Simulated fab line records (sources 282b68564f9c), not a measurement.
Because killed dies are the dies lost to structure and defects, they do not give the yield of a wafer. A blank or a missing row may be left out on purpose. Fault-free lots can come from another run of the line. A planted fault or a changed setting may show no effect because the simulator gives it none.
Split-lot study ; flow rit-cmos ; 5 lots, 23 wafers read, on a route of 202 steps

== ON THE SPLIT ==
At RIT_NLDD_SOFTBAKE_02 (time 60 s), the setting temp-c was moved away from the recipe's 90 C on 9 of the 23 wafers read, by -2.1% to +4.0%. The other wafers ran this setting at the recipe's value.

== FROM THE SPLIT TO THE READING: what the file shows between them, 2 steps ==
- RIT_NLDD_EXPOSE_03: exposes mask M7, target cd 40700 nm
- RIT_NLDD_PEB_04

== THE READING ==
NOVOLAK_of_NLDD_COAT_01.thk-nm (the simulator's own value, which no gauge read), in nm, at RIT_NLDD_DEVELOP_05 (develop time 50 s). There is no usual value for it anywhere in the file. The 14 wafers here that ran the recipe average 1002.9 nm, standard deviation 2 nm.

wafer;tool, chamber at the split;temp-c as run, C;against the recipe;NOVOLAK_of_NLDD_COAT_01.thk-nm, nm;against lot-mates on the recipe
L074.1;litho-track-03, 0;88.14;-2.1%;1009;+6.0
L074.2;litho-track-03, 0;90;recipe;1003;-
L074.4;litho-track-03, 0;90;recipe;1001;-
L074.5;litho-track-03, 0;88.14;-2.1%;1008;+5.0
L074.6;litho-track-03, 0;90;recipe;1005;-
L075.1;litho-track-01, 0;93.56;+4.0%;993.3;-10.0
L075.3;litho-track-01, 0;90;recipe;1003;-
L075.4;litho-track-01, 0;90;recipe;1005;-
L075.5;litho-track-01, 0;93.56;+4.0%;990.2;-13.1
L075.6;litho-track-01, 0;90;recipe;1002;-
L076.2;litho-track-03, 0;90;recipe;1000;-
L076.3;litho-track-03, 0;90;recipe;1006;-
L076.5;litho-track-03, 0;90;recipe;1005;-
L081.1;litho-track-03, 0;90;recipe;1002;-
L081.2;litho-track-03, 0;92.37;+2.6%;996.1;-4.8
L081.3;litho-track-03, 0;92.37;+2.6%;994.3;-6.6
L081.5;litho-track-03, 0;90;recipe;999.8;-
L081.6;litho-track-03, 0;90;recipe;1001;-
L084.1;litho-track-03, 0;88.23;-2.0%;1008;+4.0
L084.2;litho-track-03, 0;88.23;-2.0%;1009;+5.0
L084.3;litho-track-03, 0;88.23;-2.0%;1009;+5.0
L084.4;litho-track-03, 0;90;recipe;1005;-
L084.6;litho-track-03, 0;90;recipe;1003;-

FIT RESULTS
A straight line over all 23 wafers: NOVOLAK_of_NLDD_COAT_01.thk-nm changes by -2.85 nm for each +1% of temp-c; r = -0.95; the points scatter about the line by 1.7 nm.
The same after taking each lot's own level away (the mean of its wafers on the recipe; 23 wafers): -2.63 nm for each +1%; r = -0.95; scatter 1.6 nm.
The reading moves by 10 nm for the largest change in temp-c, on that fit.
The span of the lots' own levels, 1000.93 to 1004.00 nm, comes to 1.6 times the standard deviation stated above.
Consequently the slope shifts little with the lot-to-lot level, the two slopes agreeing.
Check: with one of the wafers moved furthest among these (+4.0%) left out of the fit, the line predicts -10.6 nm for it against its lot-mates. Against them it came out at -10 nm.

== FILE'S OWN FIT ==
NOVOLAK_of_NLDD_COAT_01.thk-nm changes by -2.75 nm for each +1% of temp-c, r = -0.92.
